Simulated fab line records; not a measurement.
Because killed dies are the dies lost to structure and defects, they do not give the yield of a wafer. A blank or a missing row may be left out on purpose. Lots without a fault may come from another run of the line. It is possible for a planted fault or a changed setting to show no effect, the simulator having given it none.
fab line records | flow ritCmos
record: lots: 6 | wafers: 18 | lastDay: 7
route steps=202 shown NLDD@104 PLDD@114 M1@202
lots with no fault: from the same line, run without faults
startH: hours from the record's opening day to when the first of the lot's shown wafers began | waitH: hours since the lot's step before | " identical to the entry in the row above | L1.1+2: several wafers, shown together as one row | - value missing, or start not given | * or withheld: withheld | < > ~ a bound
route shown NAME@n: a module of which the file shows steps, and the number in the route of the first | usual: mean and standard deviation over wafers with no fault | same: alike in all rows | chamber/n: place in a boat | sites: readings site by site | _std_site: the standard deviation of these | _edge_site: outer sites' mean less inner sites' | radiusMm: for every site, how far away it sits from the centre of the wafer | mask NAME#n: copy n | behind: tool/chamber where the wafer was last shaped | hold: reason for holding the lot/hours on hold/outcome of the hold | device: names the non-switching transistor (n, p or np) | end of line: the same wafers' tests at the end of the route | step lacking rows: just its recipe | killed: count of dies lost to structure and defects at first sort (not the wafer's yield) | map: the dies of a wafer, with x for killed, . for not killed, _ for no die there
set.NAME: setting as actually run; set.NAME@STEP: the setting as run at that earlier step | model.NAME: the simulator's own value behind a step, which no gauge read
lots at some steps of the route; a table a step, a row a wafer
services: from which hour (startH, from the record's first day; less than 0 if before it) a tool's chamber was out of use, for how many hours, and why
== steps ==
step: RIT_NLDD_COAT_01
recipe: resist: NOVOLAK | spinRpm: 3250 | resistThkNm: 1000
step: RIT_NLDD_SOFTBAKE_02
recipe: resist: NOVOLAK | tempC: 90 | timeS: 62.75
usual: heaterPowerTotalW: 34.62/0.052 | plateSensorTCentreC: 90.969/0.0095 | plateSensorTEdgeC: 91.020/0.01
same: timeS: 62.75
lot.wafer | tool          | chamber | startH | waitH | heaterPowerTotalW | plateSensorTCentreC | plateSensorTEdgeC
L455.2    | lithoTrack-04 | 0       | 56.88  | 0.1   | 34.60             | 90.969              | 91.020
L455.3    | "             | 0       | "      | "     | 34.57             | 90.980              | 91.021
L455.6    | "             | 0       | "      | "     | 34.59             | 90.984              | 91.015
L459.2    | lithoTrack-01 | 0       | 79.09  | 0.1   | 34.54             | 90.956              | 91.020
L459.5    | "             | 0       | "      | "     | 34.59             | 90.977              | 91.012
L459.6    | "             | 0       | "      | "     | 34.73             | 90.966              | 91.015
L464.1    | lithoTrack-04 | 0       | 107.92 | 0.1   | 34.63             | 90.988              | 91.021
L464.4    | "             | 0       | "      | "     | 34.77             | 90.981              | 91.010
L464.6    | "             | 0       | "      | "     | 34.63             | 90.971              | 91.024
L467.2    | lithoTrack-04 | 0       | 123.06 | 0.1   | 34.64             | 90.961              | 91.023
L467.3    | "             | 0       | "      | "     | 34.58             | 90.988              | 91.007
L467.4    | "             | 0       | "      | "     | 34.67             | 90.974              | 91.021
L468.1    | lithoTrack-01 | 0       | 127.25 | 0.1   | 34.63             | 90.970              | 91.025
L468.3    | "             | 0       | "      | "     | 34.49             | 90.981              | 91.017
L468.5    | "             | 0       | "      | "     | 34.54             | 90.969              | 91.020
L474.1    | lithoTrack-04 | 0       | 156.44 | 0.1   | 34.69             | 90.966              | 91.010
L474.3    | "             | 0       | "      | "     | 34.57             | 90.971              | 91.024
L474.5    | "             | 0       | "      | "     | 34.62             | 90.971              | 91.029
step: RIT_NLDD_EXPOSE_03
recipe: maskId: M7 | na: 0.57 | targetCdNm: 40700 | doseMj: 250
step: RIT_NLDD_PEB_04
recipe: resist: NOVOLAK | tempC: withheld | timeS: withheld
step: RIT_NLDD_DEVELOP_05
recipe: resist: NOVOLAK | developTimeS: 50 | devTempC: 23
step: RIT_NLDD_OVL_MEAS_06
usual: NLDD_OVL: -0.1/1.7
lot.wafer | tool       | chamber | startH | waitH | NLDD_OVL[nm]
L455.2    | overlay-02 | -       | 57.52  | -     | -1.6
L455.3    | "          | -       | "      | "     | 0.8
L455.6    | "          | -       | "      | "     | -0.3
L459.2    | overlay-02 | -       | 79.62  | -     | -1.9
L459.5    | "          | -       | "      | "     | -0.7
L459.6    | "          | -       | "      | "     | -0.7
L464.1    | overlay-01 | -       | 108.60 | -     | 2.6
L464.4    | "          | -       | "      | "     | 1.8
L464.6    | "          | -       | "      | "     | 4.7
L467.2    | overlay-01 | -       | 123.59 | -     | -0.6
L467.3    | "          | -       | "      | "     | -0.8
L467.4    | "          | -       | "      | "     | 0.6
L468.1    | overlay-02 | -       | 127.80 | -     | 0.0
L468.3    | "          | -       | "      | "     | 1.1
L468.5    | "          | -       | "      | "     | -0.3
L474.1    | overlay-01 | -       | 156.99 | -     | 1.4
L474.3    | "          | -       | "      | "     | 0.4
L474.5    | "          | -       | "      | "     | 2.2
step: RIT_NLDD_HARDBAKE_07
recipe: resist: NOVOLAK | tempC: 140 | timeS: 60
step: RIT_NLDD_IMPLANT_08
recipe: species: P | energyKev: 20 | doseCm2: 5e+14 | tiltDeg: 7
step: RIT_NLDD_STRIP_09
recipe: chemistry: O2 | timeS: 180 | resist: NOVOLAK | platenTempC: withheld | powerW: 500 | pressureMtorr: 4000 | o2FlowSccm: 4000
usual: drypumpMotorCurrentA: 5.8/0.55
same: timeS: 180
lot.wafer | tool           | chamber | startH | waitH | drypumpMotorCurrentA | rfHoursCounterH
L455.2    | plasmaAsher-01 | 0       | 57.85  | 0.1   | 5.2                  | 43
L455.3    | "              | 1       | "      | "     | 6.5                  | -
L455.6    | "              | 1       | "      | "     | 6.5                  | -
L459.2    | plasmaAsher-04 | 0       | 79.95  | 0.1   | 6.0                  | 47
L459.5    | "              | 1       | "      | "     | 5.8                  | -
L459.6    | "              | 0       | "      | "     | 6.0                  | -
L464.1    | plasmaAsher-04 | 0       | 108.94 | 0.1   | 6.0                  | 50
L464.4    | "              | 0       | "      | "     | 6.1                  | -
L464.6    | "              | 0       | "      | "     | 6.1                  | -
L467.2    | plasmaAsher-04 | 0       | 123.92 | 0.1   | 6.0                  | 53
L467.3    | "              | 1       | "      | "     | 5.8                  | -
L467.4    | "              | 0       | "      | "     | 6.0                  | -
L468.1    | plasmaAsher-03 | 0       | 128.14 | 0.1   | 6.4                  | 28
L468.3    | "              | 1       | "      | "     | 4.9                  | -
L468.5    | "              | 1       | "      | "     | 4.9                  | -
L474.1    | plasmaAsher-03 | 1       | 157.32 | 0.1   | 4.9                  | 30
L474.3    | "              | 0       | "      | "     | 6.4                  | -
L474.5    | "              | 0       | "      | "     | 6.4                  | -
step: RIT_NLDD_TW_MEAS_10
usual: NLDD_TW: 2533/15
lot.wafer | tool         | chamber | startH | waitH | NLDD_TW
L455.2    | filmMetro-03 | -       | 58.03  | 0.1   | 2517
L455.3    | "            | -       | "      | "     | 2509
L455.6    | "            | -       | "      | "     | 2527
L459.2    | filmMetro-03 | -       | 80.13  | 0.1   | 2521
L459.5    | "            | -       | "      | "     | 2530
L459.6    | "            | -       | "      | "     | 2521
L464.1    | filmMetro-02 | -       | 109.11 | 0.1   | 2531
L464.4    | "            | -       | "      | "     | 2519
L464.6    | "            | -       | "      | "     | 2540
L467.2    | filmMetro-02 | -       | 124.11 | 0.1   | 2550
L467.3    | "            | -       | "      | "     | 2551
L467.4    | "            | -       | "      | "     | 2547
L468.1    | filmMetro-04 | -       | 128.31 | 0.1   | 2564
L468.3    | "            | -       | "      | "     | 2566
L468.5    | "            | -       | "      | "     | 2535
L474.1    | filmMetro-02 | -       | 157.50 | 0.1   | 2544
L474.3    | "            | -       | "      | "     | 2543
L474.5    | "            | -       | "      | "     | 2530
step: RIT_PLDD_HMDS_00
recipe: primeTimeS: 60 | primeTempC: 140
step: RIT_PLDD_COAT_01
recipe: resist: NOVOLAK | spinRpm: 3250 | resistThkNm: 1000
step: RIT_PLDD_SOFTBAKE_02
recipe: resist: NOVOLAK | tempC: 90 | timeS: 60
usual: heaterPowerTotalW: 34.56/0.053 | plateTempC: 90.00/0.13
same: timeS: 60
lot.wafer | tool          | chamber | startH | waitH | heaterPowerTotalW | plateTempC
L455.2    | lithoTrack-02 | 0       | 58.41  | 0.1   | 34.60             | 89.97
L455.3    | "             | 0       | "      | "     | 34.58             | 90.05
L455.6    | "             | 0       | "      | "     | 34.54             | 90.02
L459.2    | lithoTrack-02 | 0       | 80.51  | 0.1   | 33.41             | 88.00
L459.5    | "             | 0       | "      | "     | 33.49             | 87.95
L459.6    | "             | 0       | "      | "     | 33.44             | 87.89
L464.1    | lithoTrack-02 | 0       | 109.47 | 0.1   | 33.36             | 87.59
L464.4    | "             | 0       | "      | "     | 33.42             | 87.77
L464.6    | "             | 0       | "      | "     | 33.46             | 87.93
L467.2    | lithoTrack-03 | 0       | 124.48 | 0.1   | 34.65             | 89.89
L467.3    | "             | 0       | "      | "     | 34.57             | 89.76
L467.4    | "             | 0       | "      | "     | 34.52             | 90.00
L468.1    | lithoTrack-03 | 0       | 128.67 | 0.1   | 34.65             | 90.06
L468.3    | "             | 0       | "      | "     | 34.58             | 89.98
L468.5    | "             | 0       | "      | "     | 34.54             | 89.88
L474.1    | lithoTrack-01 | 0       | 157.86 | 0.1   | 34.62             | 89.90
L474.3    | "             | 0       | "      | "     | 34.63             | 89.94
L474.5    | "             | 0       | "      | "     | 34.56             | 89.71
step: RIT_PLDD_EXPOSE_03
recipe: maskId: M8 | na: 0.57 | targetCdNm: 40900 | doseMj: 250
step: RIT_PLDD_PEB_04
recipe: resist: NOVOLAK | tempC: withheld | timeS: withheld
step: RIT_PLDD_DEVELOP_05
recipe: resist: NOVOLAK | developTimeS: 50 | devTempC: 23
lot.wafer | tool          | chamber | startH | waitH | model.NOVOLAK_of_PLDD_COAT_01.thkNm
L455.2    | lithoTrack-01 | 0       | -      | -     | 998.9
L455.3    | "             | 0       | "      | "     | 999.3
L455.6    | "             | 0       | "      | "     | 999.5
L459.2    | lithoTrack-03 | 0       | -      | -     | 1004
L459.5    | "             | 0       | "      | "     | 1005
L459.6    | "             | 0       | "      | "     | 1006
L464.1    | lithoTrack-03 | 0       | -      | -     | 1013
L464.4    | "             | 0       | "      | "     | 1010
L464.6    | "             | 0       | "      | "     | 1011
L467.2    | lithoTrack-01 | 0       | -      | -     | 997.3
L467.3    | "             | 0       | "      | "     | 996.4
L467.4    | "             | 0       | "      | "     | 992.4
L468.1    | lithoTrack-02 | 0       | -      | -     | 994.6
L468.3    | "             | 0       | "      | "     | 996.1
L468.5    | "             | 0       | "      | "     | 997.5
L474.1+3  | lithoTrack-01 | 0       | -      | -     | 1005
L474.5    | "             | 0       | "      | "     | 1004
step: RIT_PLDD_OVL_MEAS_06
usual: PLDD_OVL: -0.2/1.2
lot.wafer | tool       | chamber | startH | waitH | PLDD_OVL[nm]
L455.2    | overlay-01 | -       | 58.98  | -     | -0.7
L455.3    | "          | -       | "      | "     | -0.9
L455.6    | "          | -       | "      | "     | -1.7
L459.2    | overlay-02 | -       | 81.04  | -     | -2.1
L459.5    | "          | -       | "      | "     | -1.5
L459.6    | "          | -       | "      | "     | 0.0
L464.1    | overlay-01 | -       | 110.02 | -     | -0.9
L464.4    | "          | -       | "      | "     | 0.8
L464.6    | "          | -       | "      | "     | 0.5
L467.2    | overlay-01 | -       | 125.14 | -     | 1.4
L467.3    | "          | -       | "      | "     | 0.1
L467.4    | "          | -       | "      | "     | 1.1
L468.1    | overlay-01 | -       | 129.35 | -     | -1.1
L468.3    | "          | -       | "      | "     | -0.2
L468.5    | "          | -       | "      | "     | -0.6
L474.1    | overlay-02 | -       | 158.41 | -     | -0.6
L474.3    | "          | -       | "      | "     | 0.4
L474.5    | "          | -       | "      | "     | 0.4
step: RIT_M1_PROBE_99
usual: killedAtFrontEnd: 7/3.3 | killedDies: 7/3.3 | killedOpen: 3.3/1.9 | killedShort: 3.6/2.1
same: grossDies: 264 | killed_at_M0_to_M3: 0 | killed_at_M4_up: 0 | killedAtBackSide: 0 | killedAtContacts: 0 | killedAtOther: 0
lot.wafer | tool      | chamber | startH | waitH | killedAtFrontEnd | killedDies | killedOpen | killedShort
L464.1    | prober-01 | -       | 124.04 | 0.1   | 9                | 9          | 5          | 4
L464.4    | prober-01 | -       | 124.19 | 0.2   | 11               | 11         | 5          | 6
L464.6    | prober-01 | -       | 124.29 | 0.2   | 4                | 4          | 3          | 1
killed by level:class
L464.1 FOX2:geometricParticle:open=2 GATE:geometricParticle:short=2 GATE:geometricParticle:open=2 SPACER:geometricParticle:short=2 SPACER:geometricParticle:open=1
L464.4 FOX1:geometricParticle:open=2 GATE:geometricParticle:short=2 SILICIDE:geometricParticle:short=2 FOX1:geometricParticle:short=1 FOX2:geometricParticle:short=1 FOX2:geometricParticle:open=1 GATE:geometricParticle:open=1 REOX:geometricParticle:open=1
L464.6 FOX1:geometricParticle:open=2 FOX1:geometricParticle:short=1 SPACER:geometricParticle:open=1
== services ==
tool           | chamber | startH | hours | kind
plasmaAsher-03 | -       | 41.25  | 0.8   | repair
plasmaAsher-03 | -       | 99.91  | 28.1  | pm
plasmaAsher-01 | -       | 129.07 | 1.5   | repair
plasmaAsher-03 | -       | 136.23 | 5.4   | repair
== key ==
firstSign: step: RIT_PLDD_SOFTBAKE_02 | reading: heaterPowerTotalW | direction: down | sigmas: 21 | usual: 34.56 | struck: 33.43
effect: step: RIT_PLDD_SOFTBAKE_02 | reading: plateTempC | direction: down | sigmas: 17 | usual: * | struck: *
modelEffect: step: RIT_PLDD_DEVELOP_05 | value: NOVOLAK_of_PLDD_COAT_01.thkNm | without: 1002 | struck: 1008
metAt RIT_PLDD_SOFTBAKE_02
struckWafers L459.2,L459.5,L459.6,L464.1,L464.4,L464.6
testerLeftOut L459,L464
onsetBetween 58.41 80.51
fault: kind: processParameterDrift | tool: lithoTrack-02 | chamber: - | onsetH: 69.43 | steps: RIT_PLDD_SOFTBAKE_02 | channel: tempC | offset: * | shape: step | endH: 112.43 | actsIn: * | stated: *
testerLeftOut: of these lots the tester's yield and bins aren't shown, on N5 and GAA mostly nor the transistor test; their killed dies are dies lost to structure and defects alone, not to doping, threshold or leakage, so they don't give the yield
